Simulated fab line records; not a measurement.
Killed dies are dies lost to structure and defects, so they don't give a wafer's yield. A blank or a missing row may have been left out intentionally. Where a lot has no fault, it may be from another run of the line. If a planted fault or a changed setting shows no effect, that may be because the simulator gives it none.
8D (eight disciplines) problem report, filled in by code    flow berkeleyCmos170    the parts of the form that need people (team, actions taken, sign-off) are left out

## 1. PROBLEM STATEMENT
Across 12 wafers from 4 lots, GATE_POLY_THK at UCB170_GATE_THK_MEAS_05 averages 173.1 nm, while fault-free wafers read 214.8 nm with a standard deviation of 2.1. That is -20 standard deviations from the usual mean.
Seen first at day 8 00:20 on filmMetro-04, wafer L330.1. The record holds 48 wafers of 16 lots with a number at this step. By rule, "out" or "out of limits" means more than 4 standard deviations away from the usual mean. All remaining wafers that have a number are taken as sound.

## 2. WHAT THIS IS AND IS NOT
question                     is                                        is not
which readings at this step  GATE_POLY_THK                             -
which lots                   L330, L331, L332, L333                    L329, L335, L336, L339, L342, L343, L345, L346, L347, L348, L350, L351
which wafers of those lots   all that have a number                    -
read on which gauges         filmMetro-02, filmMetro-03, filmMetro-04  -
when                         from day 8 00:20                          up to then (3 sound wafers); but 33 sound wafers of L335, L336, L339, L342, L343, L345, L346, L347, L348, L350, L351 came after

## 3. WHAT RULES OUT EACH SUSPECT
Counting: any tool at a process step up to the reading is kept as a suspect provided that every lot that is out went through it and no sound lot did after the first of them.
- ruled out: the gauge at UCB170_GATE_THK_MEAS_05. Those wafers that are out were read across 3 gauges (filmMetro-02, filmMetro-03, filmMetro-04).
- lpcvd-01 at UCB170_GATE_CVD_04 (deposits poly-Si from SiH4, time 1440 s, target thk 214 nm): ruled out as a lasting fault. Following L330 (day 7 22:56), the first lot on it that is out, the sound lots L350, L351 were run on it.
Left after counting: nothing in the record.

## 4. THE CAUSE (what the simulator had put in)
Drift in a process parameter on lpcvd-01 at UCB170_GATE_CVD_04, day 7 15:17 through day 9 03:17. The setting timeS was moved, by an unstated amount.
The count ruled it out by mistake, since the rule takes a fault to strike every lot its tool runs from the start of the fault on, and this one did not do so.

## 5. THE CHAIN OF EFFECTS, in route order
Each row: a reading whose mean over the struck wafers that have a number lies more than 3 standard deviations from the usual. Only readings whose record carries a usual standard deviation are examined. hours: median over the lots of the time between each lot's start at the first step of this table that gives one and its start at this step. sigmas: the change, counted in usual standard deviations.
hours  step                     reading        usual       on struck wafers  change  sigmas
0      UCB170_GATE_THK_MEAS_05  GATE_POLY_THK  214.8 nm    173.1             -41.7   -20
3      UCB170_GATE_ETCH_15      oesProductAu   0.831 a.u.  0.723             -0.108  -6.4
Here are the process steps it includes:
- UCB170_GATE_ETCH_15: etches poly-Si in HBr/Cl2, stops on SiO2, time 56.3 s, target depth 278.2 nm.
Readings that are blank on the struck wafers while sound wafers have them: susceptorTempC at UCB170_GATE_CVD_04.
Later steps that measure or inspect, where all struck wafers having a row at the step show a number for every such reading and not one has moved that far: UCB170_PLDD_OVL_MEAS_07.

## 6. HOW IT WOULD HAVE BEEN CAUGHT EARLIER
The first out-of-limits reading at a measuring or inspecting step in this record came at day 8 00:20, 9 hours after the fault's start at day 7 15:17.
